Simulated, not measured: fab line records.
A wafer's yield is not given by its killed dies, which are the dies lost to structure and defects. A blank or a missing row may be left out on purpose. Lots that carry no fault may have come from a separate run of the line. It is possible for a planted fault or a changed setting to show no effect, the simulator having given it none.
Which of the tools did it? || flow berkeley_cmos170 || 7 lots, 21 wafers sampled, at 3 steps of a route of 331

WHAT THE GAUGES SHOWED, per wafer
UCB170_FIELD_THK_MEAS_02.
{"lot": "L188", "measured": "day 5 03:34", "on": "film_metro-03", "FIELD_OXIDE_THK (nm)": "561 565 573"}
{"lot": "L191", "measured": "day 6 01:16", "on": "film_metro-01", "FIELD_OXIDE_THK (nm)": "566 576 572"}
{"lot": "L194", "measured": "day 6 15:11", "on": "film_metro-03", "FIELD_OXIDE_THK (nm)": "563 571 564"}
{"lot": "L197", "measured": "day 7 09:10", "on": "film_metro-02", "FIELD_OXIDE_THK (nm)": "567 559 550"}
{"lot": "L199", "measured": "day 7 12:46", "on": "film_metro-03", "FIELD_OXIDE_THK (nm)": "563 562 567"}
{"lot": "L200", "measured": "day 7 21:46", "on": "film_metro-03", "FIELD_OXIDE_THK (nm)": "419 429 421"}
{"lot": "L207", "measured": "day 9 04:33", "on": "film_metro-02", "FIELD_OXIDE_THK (nm)": "576 581 573"}

WHICH TOOL RAN EACH LOT (tool, then ch and the chambers of the sampled wafers, then the start)
{"lot": "L188", "UCB170_NWELL_STRIP_15": "plasma_asher-02 ch 1, day 2 19:06", "UCB170_FIELD_OXIDATION_01": "furnace-02 ch 0, day 5 00:34"}
{"lot": "L191", "UCB170_NWELL_STRIP_15": "plasma_asher-04 ch 0,1, day 3 08:43", "UCB170_FIELD_OXIDATION_01": "furnace-02 ch 0, day 5 22:16"}
{"lot": "L194", "UCB170_NWELL_STRIP_15": "plasma_asher-02 ch 0,1, day 3 20:20", "UCB170_FIELD_OXIDATION_01": "furnace-02 ch 0, day 6 12:11"}
{"lot": "L197", "UCB170_NWELL_STRIP_15": "plasma_asher-03 ch 0,1, day 4 13:23", "UCB170_FIELD_OXIDATION_01": "furnace-04 ch 0, day 7 06:09"}
{"lot": "L199", "UCB170_NWELL_STRIP_15": "plasma_asher-02 ch 0,1, day 4 20:55", "UCB170_FIELD_OXIDATION_01": "furnace-02 ch 0, day 7 09:46"}
{"lot": "L200", "UCB170_NWELL_STRIP_15": "plasma_asher-04 ch 0,1, day 5 10:06", "UCB170_FIELD_OXIDATION_01": "furnace-04 ch 0, day 7 18:41"}
{"lot": "L207", "UCB170_NWELL_STRIP_15": "plasma_asher-03 ch 0,1, day 6 13:47", "UCB170_FIELD_OXIDATION_01": "furnace-02 ch 0, day 9 01:33"}
- UCB170_NWELL_STRIP_15: strips in O2.
- UCB170_FIELD_OXIDATION_01: target thk 558.3 nm, ox time 7200 s.

THE ANSWER, worked out from the rows above alone
Rule: usual is defined by the lots themselves. The widest of any qualifying gaps counts: lots, ordered by their means at a reading, are off when they make up no more than a third of the lots, leave a main group of 4 or more, and stand apart from it by 3 or more times the standard deviation of that group's means. Not used: any main group whose means are identical at the precision the tables above print for the reading. A lot without any number at a reading at which 4 lots or more have one is off too. All remaining lots with rows at the step are treated as sound.
Off: L200, at UCB170_FIELD_THK_MEAS_02 (FIELD_OXIDE_THK). The main group has a mean of 567 nm with a standard deviation of 5.7.
A tool fits if, at a process step before that reading, it ran every lot that is off, and no sound lot after the first of them. The gauges at UCB170_FIELD_THK_MEAS_02 are tried like those tools. Can't be told from this: 3 tools fit, plasma_asher-04 at UCB170_NWELL_STRIP_15, furnace-04 at UCB170_FIELD_OXIDATION_01, film_metro-03 at UCB170_FIELD_THK_MEAS_02.

WHAT THE SIMULATOR HAD PUT IN
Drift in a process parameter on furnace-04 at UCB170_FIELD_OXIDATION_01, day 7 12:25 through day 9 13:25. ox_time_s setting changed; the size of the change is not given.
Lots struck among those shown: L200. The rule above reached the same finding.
